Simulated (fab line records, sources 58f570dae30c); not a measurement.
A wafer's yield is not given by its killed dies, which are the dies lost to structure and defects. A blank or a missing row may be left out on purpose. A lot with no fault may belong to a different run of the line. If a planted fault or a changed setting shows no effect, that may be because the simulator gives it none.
What tool caused it? | flow berkeley cmos170 | Sampling: 15 lots, 45 wafers, 3 of 331 route steps

WHAT THE GAUGES SHOWED, per wafer
UCB170_PWELL_THK_MEAS_03.
lot  | measured    | on            | PWELL_OXIDE_THK (nm)
L281 | day 2 09:01 | film metro-03 | 26.0 26.1 26.3
L282 | day 2 20:29 | film metro-01 | 26.9 27.2 27.1
L283 | day 3 07:28 | film metro-01 | 27.2 27.3 26.4
L286 | day 3 20:22 | film metro-01 | 26.4 26.8 26.8
L285 | day 3 20:23 | film metro-04 | 26.6 26.6 26.0
L287 | day 4 04:17 | film metro-04 | 26.7 26.7 26.6
L290 | day 4 17:52 | film metro-03 | 26.5 26.6 26.3
L292 | day 5 01:53 | film metro-03 | 26.0 27.0 26.7
L293 | day 5 08:49 | film metro-03 | 25.6 25.6 25.9
L294 | day 5 17:05 | film metro-01 | 26.5 26.1 26.7
L295 | day 5 17:05 | film metro-03 | 26.0 26.2 26.2
L296 | day 5 17:09 | film metro-01 | 27.0 26.4 26.3
L298 | day 6 10:25 | film metro-04 | 26.5 26.1 26.2
L303 | day 7 06:07 | film metro-01 | 26.5 26.0 26.5
L304 | day 7 11:25 | film metro-04 | 26.8 26.8 26.4

UCB170_NVT_OVL_MEAS_06.
lot  | measured     | on         | NVT_OVL (nm)
L281 | day 5 07:08  | overlay-01 | 1 0 -6
L282 | day 5 16:49  | overlay-01 | -7 -8 -3
L283 | day 6 07:35  | overlay-01 | 7 3 14
L286 | day 6 18:05  | overlay-01 | -10 -8 -8
L285 | day 6 18:01  | overlay-02 | -11 -13 -8
L287 | day 7 02:30  | overlay-02 | -10 -11 -9
L290 | day 7 16:27  | overlay-01 | -11 -3 -8
L292 | day 8 00:15  | overlay-02 | 0 0 -2
L293 | day 8 00:00  | overlay-01 | 0 2 -8
L294 | day 8 16:30  | overlay-02 | -10 -7 0
L295 | day 8 16:50  | overlay-01 | -3 -1 -2
L296 | day 8 16:46  | overlay-01 | -7 -4 -12
L298 | day 9 04:11  | overlay-02 | -6 1 -1
L303 | day 10 01:48 | overlay-01 | -5 -3 -2
L304 | day 10 01:09 | overlay-02 | 2 5 2

UCB170_NSD_TW_MEAS_10.
lot  | measured     | on            | NSD_TW
L281 | day 6 10:17  | film metro-02 | 4214 4207 4211
L282 | day 6 22:15  | film metro-03 | 4202 4237 4223
L283 | day 7 10:17  | film metro-02 | 4217 4205 4236
L286 | day 8 00:50  | film metro-04 | 4237 4242 4277
L285 | day 8 00:00  | film metro-02 | 4211 4218 4176
L287 | day 8 09:32  | film metro-04 | 4222 4244 4225
L290 | day 8 17:32  | film metro-04 | 4209 4241 4258
L292 | day 9 09:59  | film metro-03 | 4192 4165 4206
L293 | day 9 10:13  | film metro-04 | 4242 4240 4221
L294 | day 9 21:06  | film metro-04 | 4246 4243 4236
L295 | day 9 21:20  | film metro-04 | 4251 4244 4233
L296 | day 9 21:11  | film metro-03 | 4189 4206 4210
L298 | day 10 11:16 | film metro-03 | 4197 4207 4192
L303 | day 11 10:44 | film metro-03 | 4183 4214 4213
L304 | day 11 08:35 | film metro-02 | 4212 4221 4232

WHAT TOOL EACH LOT RAN ON (gives the tool, then ch and the chambers of the sampled wafers, and finally the start)
No process step before these readings appears in the record.

AS READ BY THE TOOLS THEMSELVES (means over the sampled wafers that have a number; for cases with no such wafer, the mark the record gives instead)
The record holds no such reading with a usual standard deviation.

THE ANSWER, worked out from the rows above alone
Rule: what is usual is taken from the lots themselves. The widest of any qualifying gaps counts: lots, ordered by their means at a reading, are off when they make up no more than a third of the lots, leave a main group of 4 or more, and stand apart from it by 3 or more times the standard deviation of that group's means. The tables above print the reading to a certain number of digits; a main group whose means all agree to those digits is not used. A lot without any number at a reading at which 4 lots or more have one is off too. Any other lot the step has rows for is counted as sound. The gauges are gone through in route order, then the tools' own readings, and for those a lot's mean is taken as printed above. The first step at which some lot is off is used, and at that step the reading that is off furthest; a lot without a number counts as furthest.
Nothing can be told from this: no lot is off at any reading shown.

WHAT THE SIMULATOR HAD INSERTED
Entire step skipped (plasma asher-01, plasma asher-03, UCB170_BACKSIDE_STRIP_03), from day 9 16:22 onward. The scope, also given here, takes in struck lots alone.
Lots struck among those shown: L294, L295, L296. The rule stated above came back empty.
